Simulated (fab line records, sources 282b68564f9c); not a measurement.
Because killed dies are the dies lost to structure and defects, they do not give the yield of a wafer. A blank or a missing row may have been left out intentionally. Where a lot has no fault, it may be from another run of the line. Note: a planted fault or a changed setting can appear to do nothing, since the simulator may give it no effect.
A struck lot beside a sound one + flow rit cmos + 16 steps out of a route of 202
Sound: wafers L656.1, L656.2, L656.4. Struck: wafer L664.4 (left out: L664.2, L664.6 of the same lot, which were not struck); the cause appears at the end.
For every step that has rows: the tool of each side, followed by ch and its chambers, followed by its first start. Under that, the readings that differ: sound wafers + struck wafers + difference of the means + sigmas: that difference in standard deviations of wafers without a fault.
alike: readings with means less than 2 such deviations apart, plus words and numbers identical on both sides. not compared: withheld readings, readings lacking a value on some wafer, bounds such as >300 that could conceal the same value, and numbers that have no deviation in the record and whose values overlap.
A row with sigmas, a row that says differs or no value, or rows on one side alone: a step with any of these is where the two part. Numbers that don't overlap but have no deviation are shown without sigmas and don't part them. Lack of a reading on every wafer of one side parts them only where that side has two or more wafers.

RIT_SDANNEAL_RTA_03: time 5 s.
  sound on rtp anneal-02 ch 0, day 3 06:58; struck on rtp anneal-02 ch 0, day 4 22:00
  alike: ramp up c per s, wafer_temp_C_max
RIT_SDANNEAL_RS_MEAS_04: uses a four-point probe to measure.
  sound: film metro-01 at day 3 07:01; struck: film metro-03 at day 4 22:04
  alike: PSD_RS
RIT_SDANNEAL_RS_MEAS_05: uses a four-point probe to measure.
  sound: film metro-01 at day 3 07:08; struck: film metro-03 at day 4 22:11
  alike: NSD_RS
RIT_SDANNEAL_RS_MEAS_06: uses a four-point probe to measure.
  sound: film metro-01 at day 3 07:15; struck: film metro-03 at day 4 22:19
  alike: PLDD_RS
RIT_SDANNEAL_RS_MEAS_07: uses a four-point probe to measure.
  sound: film metro-01 at day 3 07:22; struck: film metro-03 at day 4 22:26
  alike: NLDD_RS
then, 1 step without rows for these wafers: RIT_SILICIDE_WET_ETCH_00 (etches SiO2 in BOE, target depth 14 nm, time 15 s).
RIT_SILICIDE_SPUTTER_01: material Ti, target thk 30 nm, time 240 s.
  sound: pvd sputter-04 at day 3 07:31; struck: pvd sputter-04 at day 4 22:32
  alike: throttle valve pct
RIT_SILICIDE_RS_MEAS_02: uses a four-point probe to measure.
  sound: film metro-04 at day 3 07:40; struck: film metro-02 at day 4 22:43
  alike: SILICIDE_TI_RS
RIT_SILICIDE_THK_MEAS_03: measures by xrf.
  sound: film metro-04 at day 3 07:47; struck: film metro-02 at day 4 22:49
  alike: SILICIDE_TI_THK
RIT_SILICIDE_RTA_04: time 10.45 s, ramp up 5 s, ramp down 5 s.
  sound on rtp anneal-01 ch 0, day 3 07:50; struck on rtp anneal-01 ch 0, day 4 22:53
  alike: wafer_temp_C_max
then, 1 step without rows for these wafers: RIT_SILICIDE_WET_ETCH_05 (etches Ti in SPM, time 120 s).
RIT_SILICIDE_RTA_06: time 10 s, ramp up 5 s, ramp down 10 s.
  sound on rtp anneal-02 ch 0, day 3 07:56; struck on rtp anneal-02 ch 0, day 4 22:59
  alike: wafer_temp_C_max
RIT_CONTACT_CVD_00: deposits SiO2 from TEOS, target thk 400 nm, time 61 s.
  sound on pecvd-01 ch 0,2, day 3 08:01; struck on pecvd-03 ch 0, day 4 23:02
  alike: heater power w, rf fwd power W, susceptor temp C
RIT_CONTACT_THK_MEAS_01:
  sound: film metro-01 at day 3 08:04; struck: film metro-04 at day 4 23:07
| reading               | sound       | struck | difference | sigmas |
|-----------------------|-------------|--------|------------|--------|
| CONTACT_TEOS_THK (nm) | 391 388 395 | 364    | -27        | -5     |
then, 1 step without rows for these wafers: RIT_CONTACT_HMDS_02 (prime time 60 s).
RIT_M1_PROBE_99:
  sound: prober-02 at day 3 15:26; struck: prober-02 at day 5 07:11
  alike: killed_at_M0_to_M3, killed at front end, killed dies, killed open, killed short

## WHERE THEY PART
Only at RIT_CONTACT_THK_MEAS_01, as far as this record shows. Later steps at which nothing parts them and some readings are alike: RIT_M1_PROBE_99.

WHY: whatever the simulator had introduced
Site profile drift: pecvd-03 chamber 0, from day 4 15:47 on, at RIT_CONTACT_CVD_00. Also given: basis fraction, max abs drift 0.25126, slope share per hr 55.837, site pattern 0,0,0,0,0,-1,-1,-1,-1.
